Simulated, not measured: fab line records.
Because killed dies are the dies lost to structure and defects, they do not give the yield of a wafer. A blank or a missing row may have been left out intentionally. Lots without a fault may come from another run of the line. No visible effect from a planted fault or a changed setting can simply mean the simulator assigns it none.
A lot that was struck, set against a sound lot :: flow berkeleyCmos170 :: 43 steps out of a route of 331
Sound: the wafers L685.4, L685.5, L685.6. Wafers struck: L701.2, L701.4, L701.6. The cause comes at the end.
At each step with rows: each side's tool, then ch and its chambers, then its first start. Under that, the readings that differ: sound wafers :: struck wafers :: difference of the means :: sigmas: that difference in standard deviations of wafers without a fault.
alike: words and numbers the same on both sides, and readings whose means are apart by under 2 such deviations; not compared: readings that were withheld, readings missing a value for some wafer, numbers with overlapping values and no deviation given by the record, and bounds like >300 which may hide the same value.
The two part at a step that has a row with sigmas, a row that says differs or no value, or rows on one side only. Numbers that have no deviation but don't overlap get no sigmas and don't part them. A reading missing from all wafers of one side parts the sides only when that side holds two or more wafers.

first, 3 steps without rows for these wafers: UCB170_PWELL_EXPOSE_10 (exposes mask PWELL, target cd 3000 nm); UCB170_PWELL_PEB_11; UCB170_PWELL_DEVELOP_12 (develop time 45 s).
UCB170_PWELL_OVL_MEAS_13:
  sound: overlay-01 at day 3 13:58; struck: overlay-01 at day 7 01:28
  alike: PWELL_OVL
UCB170_PWELL_ETCH_14: etches Si3N4 in CH3F/Ar/O2, stops on SiO2, target depth 242 nm, time 151 s.
  sound on rieDiel-04 ch 1,2, day 3 13:59; struck on rieDiel-02 ch 1,2, day 7 01:29
  alike: drypumpMotorCurrentA, oesProductAu, throttleValvePct
  not compared: rfHoursCounterH
following that, these wafers have no rows for 1 step: UCB170_PWELL_IMPLANT_15.
UCB170_PWELL_STRIP_16: strips in O2.
  sound on plasmaAsher-02 ch 0,1, day 3 14:16; struck on plasmaAsher-02 ch 0,1, day 7 01:44
  alike: drypumpMotorCurrentA, oesProductAu, stripTimeToEndpointS
  not compared: rfHoursCounterH
UCB170_PWELL_TW_MEAS_17:
  sound: filmMetro-02 at day 3 14:22; struck: filmMetro-01 at day 7 01:51
  alike: PWELL_TW
then, 4 steps without rows for these wafers: UCB170_PWELL_CLEAN_18 (cleans in SPM, time 600 s); UCB170_PWELL_WET_ETCH_19 (etches Si3N4 in H3PO4, time 14400 s); UCB170_PWELL_WET_ETCH_20 (etches SiO2 in BOE, time 22 s); UCB170_WELLDRIVE_CLEAN_00 (cleans in SPM, time 600 s).
UCB170_WELLDRIVE_OXIDATION_01: target thk 199 nm, ox time 9000 s.
  sound on furnace-04 ch 0, day 4 00:31; struck on furnace-04 ch 0, day 7 12:09
  alike: spikeTcCentreC
UCB170_WELLDRIVE_THK_MEAS_02:
  sound: filmMetro-04 at day 4 04:03; struck: filmMetro-03 at day 7 15:40
  alike: WELLDRIVE_OXIDE_THK
then, 5 steps without rows for these wafers: UCB170_WELLDRIVE_ANNEAL_03 (time 900 s); UCB170_WELLDRIVE_WET_ETCH_04 (etches SiO2 in BOE, time 120 s); UCB170_ACTIVE_CLEAN_00 (cleans in SPM, time 600 s); UCB170_ACTIVE_CLEAN_01 (cleans in dHF, time 60 s); UCB170_ACTIVE_OXIDATION_02 (target thk 26.4 nm, ox time 1260 s).
UCB170_ACTIVE_THK_MEAS_03:
  sound: filmMetro-03 at day 4 16:56; struck: filmMetro-02 at day 8 04:00
  alike: ACTIVE_OXIDE_THK
then, 2 steps without rows for these wafers: UCB170_ACTIVE_ANNEAL_04 (time 900 s); UCB170_ACTIVE_CVD_05 (deposits Si3N4 from SiH2Cl2/NH3, target thk 220 nm, time 3300 s).
UCB170_ACTIVE_THK_MEAS_06:
  sound: filmMetro-02 at day 5 01:09; struck: filmMetro-03 at day 8 14:10
  alike: ACTIVE_NITRIDE_THK
then, 2 steps without rows for these wafers: UCB170_ACTIVE_HMDS_07 (prime time 60 s); UCB170_ACTIVE_COAT_08 (resist thk 900 nm).
UCB170_ACTIVE_SOFTBAKE_09: time 62.2 s.
  sound on lithoTrack-04 ch 0, day 5 01:44; struck on lithoTrack-02 ch 0, day 8 14:40
  alike: plateSensorTCentreC, plateSensorTEdgeC
then, 3 steps without rows for these wafers: UCB170_ACTIVE_EXPOSE_10 (exposes mask ACTIVE, target cd 1200 nm); UCB170_ACTIVE_PEB_11; UCB170_ACTIVE_DEVELOP_12 (develop time 45 s).
UCB170_ACTIVE_CD_MEAS_13 targets a cd of 1200 nm.
  sound: cdSem-02 at day 5 02:23; struck: cdSem-02 at day 8 15:22
  alike: cdNm
UCB170_ACTIVE_OVL_MEAS_14:
  sound: overlay-01 at day 5 02:28; struck: overlay-01 at day 8 15:28
  alike: ACTIVE_OVL
UCB170_ACTIVE_ETCH_15: etches Si3N4 in CH3F/Ar/O2, stops on SiO2, target depth 242 nm, time 151 s.
  sound on rieDiel-04 ch 0,1,3, day 5 02:28; struck on rieDiel-01 ch 1,3, day 8 15:30
  alike: drypumpMotorCurrentA, oesProductAu, throttleValvePct
  not compared: rfHoursCounterH
UCB170_ACTIVE_STRIP_16: strips in O2.
  sound on plasmaAsher-02 ch 0,1, day 5 02:37; struck on plasmaAsher-02 ch 0,1, day 8 15:37
  alike: drypumpMotorCurrentA, oesProductAu, stripTimeToEndpointS
  not compared: rfHoursCounterH
UCB170_ACTIVE_CD_MEAS_90 targets a cd of 1200 nm.
  sound: cdSem-01 at day 5 02:44; struck: cdSem-02 at day 8 15:44
  alike: cdNm
then, 7 steps without rows for these wafers: UCB170_ACTIVE_CLEAN_17 (cleans in SPM, time 600 s); UCB170_PFIELD_HMDS_00 (prime time 60 s); UCB170_PFIELD_COAT_01 (resist thk 900 nm); UCB170_PFIELD_SOFTBAKE_02 (time 60 s); UCB170_PFIELD_EXPOSE_03 (exposes mask PFIELD, target cd 1500 nm); UCB170_PFIELD_PEB_04; UCB170_PFIELD_DEVELOP_05 (develop time 45 s).
UCB170_PFIELD_OVL_MEAS_06:
  sound: overlay-01 at day 5 03:52; struck: overlay-01 at day 8 16:58
  alike: PFIELD_OVL
-- the record jumps here: 4 days lie between the struck wafers' starts before and after (it left off in module PFIELD and takes up again in module M3, whose first step shown is number 331 of the route) --
UCB170_M3_PROBE_99:
  sound: prober-02 at day 9 19:13; struck: prober-02 at day 12 16:56
reading: model.etest.diodeNwellSub.leakLog10ACm2
sound: -7.365 -7.354 -7.354
struck: -5.956 -6.183 -6.15
difference: +1.261
sigmas: 

reading: model.etest.diodeNplusPwell.leakLog10ACm2
sound: -7.856 -7.533 -7.695
struck: -6.419 -6.992 -6.746
difference: +0.976
sigmas: 

reading: model.etest.contactDiodeArray.leakLog10A (angstrom)
sound: -11.54 -11.29 -11.44
struck: -10.39 -10.87 -10.58
difference: +0.81
sigmas: 

reading: model.etest.diodeNplusComb.leakLog10ACm2
sound: -7.515 -7.592 -7.429
struck: -6.543 -6.764 -6.899
difference: +0.777
sigmas: 

reading: model.etest.diodePplusNwell.leakLog10ACm2
sound: -7.358 -7.641 -7.355
struck: -6.977 -6.869 -6.713
difference: +0.598
sigmas: 

reading: model.etest.selectEdgeDiodeN.leakLog10A (angstrom)
sound: -12.05 -12.07 -11.98
struck: -11.36 -11.53 -11.68
difference: +0.51
sigmas: 

reading: model.etest.diodePplusComb.leakLog10ACm2
sound: -7.194 -7.318 -7.351
struck: -6.776 -6.872 -6.84
difference: +0.458
sigmas: 

reading: model.etest.nmos_0p35.gateBvV (V)
sound: 8.636 8.491 8.503
struck: 8.294 8.168 8.245
difference: -0.308
sigmas: 

WHERE THEY PART
Nowhere in this record.

WHY: what had been put in by the simulator
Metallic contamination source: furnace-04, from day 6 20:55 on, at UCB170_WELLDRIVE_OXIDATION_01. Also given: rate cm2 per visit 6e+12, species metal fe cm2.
